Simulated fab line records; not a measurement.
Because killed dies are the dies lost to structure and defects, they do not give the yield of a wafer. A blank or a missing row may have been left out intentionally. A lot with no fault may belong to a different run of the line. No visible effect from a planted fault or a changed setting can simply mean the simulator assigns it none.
Which tool is to blame? ; flow ritCmos ; 42 wafers from 14 lots sampled at 3 of the route's 202 steps

## WHAT EACH GAUGE READ, for each wafer
RIT_WELLDRIVE_RS_MEAS_01: a four-point-probe measurement. Usual: for NWELL_RS the level is 275.6 ohm/sq and the standard deviation is 0.68.
lot;measured;on;NWELL_RS (ohm/sq);flag
L854;day 2 10:40;filmMetro-02;275.6 275.8 275.9;
L855;day 2 15:44;filmMetro-02;275.0 274.6 274.8;
L856;day 3 01:18;filmMetro-02;275.8 275.5 275.4;
L859;day 3 15:49;filmMetro-01;274.4 274.7 275.0;
L862;day 4 06:29;filmMetro-01;275.6 275.3 275.8;
L863;day 4 10:11;filmMetro-02;261.3 261.7 261.0;OFF
L867;day 5 07:40;filmMetro-01;261.9 261.9 261.5;OFF
L868;day 5 10:29;filmMetro-02;275.1 274.8 275.7;
L869;day 5 13:47;filmMetro-03;275.9 275.1 275.5;
L871;day 6 05:57;filmMetro-01;275.5 274.9 275.4;
L872;day 6 13:38;filmMetro-02;275.8 276.2 275.0;
L874;day 7 00:51;filmMetro-01;274.6 275.3 275.3;
L875;day 7 07:14;filmMetro-02;276.0 276.2 275.8;
L876;day 7 12:19;filmMetro-02;275.5 276.4 276.7;

RIT_WELLDRIVE_RS_MEAS_02: a four-point-probe measurement. Usual: for PWELL_RS the level is 430.1 ohm/sq and the standard deviation is 1.2.
lot;measured;on;PWELL_RS (ohm/sq);flag
L854;day 2 10:47;filmMetro-02;427.6 429.5 428.5;
L855;day 2 15:52;filmMetro-02;431.2 431.2 430.8;
L856;day 3 01:25;filmMetro-02;429.8 429.5 430.3;
L859;day 3 15:56;filmMetro-01;430.1 430.1 429.7;
L862;day 4 06:36;filmMetro-01;428.6 428.5 429.9;
L863;day 4 10:18;filmMetro-02;413.6 414.9 414.3;OFF
L867;day 5 07:47;filmMetro-01;415.0 414.8 414.8;OFF
L868;day 5 10:36;filmMetro-02;431.0 428.3 429.0;
L869;day 5 13:54;filmMetro-03;432.1 430.4 430.3;
L871;day 6 06:04;filmMetro-01;430.3 429.9 430.1;
L872;day 6 13:45;filmMetro-02;429.1 428.8 428.5;
L874;day 7 00:58;filmMetro-01;429.8 429.6 431.1;
L875;day 7 07:21;filmMetro-02;429.3 430.4 430.5;
L876;day 7 12:26;filmMetro-02;429.1 429.0 429.6;

## WHICH TOOL RAN EACH LOT (tool, then ch and the chambers of the sampled wafers, then the start)
lot;RIT_WELLDRIVE_ANNEAL_00
L854;furnace-01 ch 0, day 2 05:33
L855;furnace-01 ch 0, day 2 10:38
L856;furnace-03 ch 0, day 2 20:11
L859;furnace-03 ch 0, day 3 10:41
L862;furnace-04 ch 0, day 4 01:23
L863;furnace-03 ch 0, day 4 05:03
L867;furnace-03 ch 0, day 5 02:33
L868;furnace-01 ch 0, day 5 05:23
L869;furnace-04 ch 0, day 5 08:41
L871;furnace-04 ch 0, day 6 00:51
L872;furnace-04 ch 0, day 6 08:29
L874;furnace-04 ch 0, day 6 19:44
L875;furnace-04 ch 0, day 7 02:07
L876;furnace-04 ch 0, day 7 07:13
- RIT_WELLDRIVE_ANNEAL_00: time 14700 s.

## WHAT THE TOOLS THEMSELVES READ (means of the sampled wafers that have a number; where no wafer has one, the mark that the record gives instead)
RIT_WELLDRIVE_ANNEAL_00. Usual: 18264 s for runLengthS, sd 6.7.
lot;tool;runLengthS (s);flag
L854;furnace-01;18263;
L855;furnace-01;18252;
L856;furnace-03;18272;
L859;furnace-03;18275;
L862;furnace-04;18260;
L863;furnace-03;23414;OFF
L867;furnace-03;23418;OFF
L868;furnace-01;18257;
L869;furnace-04;18266;
L871;furnace-04;18265;
L872;furnace-04;18262;
L874;furnace-04;18263;
L875;furnace-04;18262;
L876;furnace-04;18264;

## THE ANSWER, worked out from the rows above alone
Rule: lot off if the mean of its wafers having a number is beyond 3 standard deviations from the usual mean. A lot without any number at a reading at which 4 lots or more have one is off too. Where the step has rows for the other lots, those lots are counted as sound. Order of review: gauges by route order, followed by the tools' own readings, for which a lot's mean as printed above is used. At the first step where some lot is off, the reading lying furthest off is the one used; lots without a number count as furthest.
Off: L863, L867, seen at RIT_WELLDRIVE_RS_MEAS_01 (NWELL_RS).
A tool fits if, at a process step before that reading, it ran every lot that is off, and no sound lot after the first of them. The gauges at RIT_WELLDRIVE_RS_MEAS_01 aren't tried: what is off there is off at RIT_WELLDRIVE_ANNEAL_00 too, on other tools, and a gauge's error can't cause that. One fits: furnace-03 at RIT_WELLDRIVE_ANNEAL_00. A fault onset in the window from L859 (day 3 10:41, its last sound lot) to L863 (day 4 05:03, its first lot off) fits.
On the lots that are off, the tool's own readings at RIT_WELLDRIVE_ANNEAL_00 differ by more than 5 times the standard deviation of the sound lots' means, which bears it out; runLengthS reads 23416 s there versus 18263 s on the sound lots.

## WHAT THE SIMULATOR HAD PUT IN
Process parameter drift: furnace-03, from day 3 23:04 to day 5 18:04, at RIT_WELLDRIVE_ANNEAL_00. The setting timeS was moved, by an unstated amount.
Shown lots that were struck: L863, L867. Same finding as the rule above.
